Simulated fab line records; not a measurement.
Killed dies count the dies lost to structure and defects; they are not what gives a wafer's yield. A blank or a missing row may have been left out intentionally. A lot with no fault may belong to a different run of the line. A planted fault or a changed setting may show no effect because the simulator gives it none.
A struck lot beside a sound one :: flow ritCmos :: 18 steps out of a route of 202
Sound: wafers L250.2, L250.4, L250.6. Struck: wafers L267.3, L267.5, L267.6. At the end, the cause is stated.
Order at every step that has rows: each side's tool, ch and its chambers, its first start. Under that, the readings that differ: sound wafers :: struck wafers :: difference of the means :: sigmas: that difference in standard deviations of wafers without a fault.
alike: readings with means less than 2 such deviations apart, plus words and numbers identical on both sides. not compared: withheld readings, readings lacking a value on some wafer, bounds such as >300 that could conceal the same value, and numbers that have no deviation in the record and whose values overlap.
A row with sigmas, a row that says differs or no value, or rows on one side alone: a step with any of these is where the two part. Numbers that don't overlap but have no deviation are shown without sigmas and don't part them. A reading missing from all wafers of one side parts the sides only when that side holds two or more wafers.

RIT_M1_SPUTTER_00: material Al, target thk 400 nm, time 500 s.
  struck on pvdSputter-01, day 7 03:28; sound on pvdSputter-04, day 3 14:34
  alike: throttleValvePct
RIT_M1_RS_MEAS_01: the measuring method here is four-point-probe.
  struck on filmMetro-01, day 7 03:48; sound on filmMetro-03, day 3 14:52
  alike: M1_AL_RS
RIT_M1_THK_MEAS_02: measures by xrf.
  struck on filmMetro-01, day 7 03:54; sound on filmMetro-03, day 3 14:59
  alike: M1_AL_THK
then, 6 steps without rows for these wafers: RIT_M1_HMDS_03 (prime time 60 s); RIT_M1_COAT_04 (resist thk 1300 nm); RIT_M1_SOFTBAKE_05 (time 60 s); RIT_M1_EXPOSE_06 (exposes mask M12, target cd 2600 nm); RIT_M1_PEB_07; RIT_M1_DEVELOP_08 (develop time 68 s).
RIT_M1_CD_MEAS_09 targets a cd of 2600 nm.
  struck on cdSem-02, day 7 04:59; sound on cdSem-01, day 3 15:56
reading: cdNm (nm)
sound: 2597.3 2597.5 2598.9
struck: 2602.8 2603.7 2601.2
difference: +4.7
sigmas: +2
RIT_M1_OVL_MEAS_10:
  struck on overlay-02, day 7 05:05; sound on overlay-01, day 3 16:02
  alike: M1_OVL
then, 1 step without rows for these wafers: RIT_M1_HARDBAKE_11 (time 120 s).
RIT_M1_METAL_ETCH_12: etches Al in Cl2/BCl3, stops on SiO2, time 165 s, target depth 600 nm.
  sound on rieMetal-02 ch 0,1, day 3 16:19; struck on rieMetal-03 ch 0,1, day 7 05:25
reading: model.NOVOLAK_of_M1_COAT_04.thkNm (nm)
sound: 811.3 807.6 818.6
struck: 558.7 555.7 563.4
difference: -253.2
sigmas: 

reading: model.M1.featureDepthNm (nm)
sound: 427.8 431.7 431.4
struck: 454.4 457.3 456.9
difference: +25.9
sigmas: 

reading: model.SiO2_of_CONTACT_CVD_00.thkNm (nm)
sound: 366.5 373.5 368.3
struck: 337.5 344.7 345
difference: -27.0
sigmas: 
  alike: drypumpMotorCurrentA, oesProductAu, throttleValvePct
  not compared: rfHoursCounterH
then, 1 step without rows for these wafers: RIT_M1_STRIP_13 (strips in nmp, time 600 s).
RIT_M1_STRIP_14: strips in O2, time 180 s.
  sound on plasmaAsher-01 ch 0,1, day 3 16:41; struck on plasmaAsher-01 ch 0,1, day 7 05:45
  alike: drypumpMotorCurrentA, o2FlowSccm
  not compared: rfHoursCounterH
RIT_M1_CD_MEAS_90 targets a cd of 2600 nm.
  struck on cdSem-01, day 7 05:55; sound on cdSem-01, day 3 16:53
reading: cdNm (nm)
sound: 2598 2597 2600
struck: 2581 2585 2584
difference: -15
sigmas: -4
then, 1 step without rows for these wafers: RIT_M1_ANNEAL_15 (time 1800 s).
RIT_M1_PROBE_99:
  struck on prober-02, day 7 07:43; sound on prober-01, day 3 18:40
reading: model.etest.m1.widthNm (nm)
sound: 2600 2598 2598
struck: 2572 2585 2585
difference: -18
sigmas: 

reading: model.etest.antennaM1.gateLog10ACm2
sound: -6.105 -6.349 -6.163
struck: -5.603 -5.722 -5.961
difference: +0.444
sigmas: 

reading: model.etest.antennaM1.vtShiftV (V)
sound: -0.01434 -0.01117 -0.01344
struck: -0.03286 -0.03268 -0.03594
difference: -0.02084
sigmas: 
  alike: defectLimitedYield, killedAtContacts, killedAtFrontEnd, killedDies, killedOpen, killedShort, sort_bin_3_pad_short, sort_bin_5_function, sort_bin_6_memory, sortNPass, sortYieldPct

## WHERE THEY PART
At RIT_M1_CD_MEAS_09 first; at RIT_M1_CD_MEAS_90 last (within this record only). Later steps at which nothing parts them and some readings are alike: RIT_M1_PROBE_99.

WHY: whatever the simulator had introduced
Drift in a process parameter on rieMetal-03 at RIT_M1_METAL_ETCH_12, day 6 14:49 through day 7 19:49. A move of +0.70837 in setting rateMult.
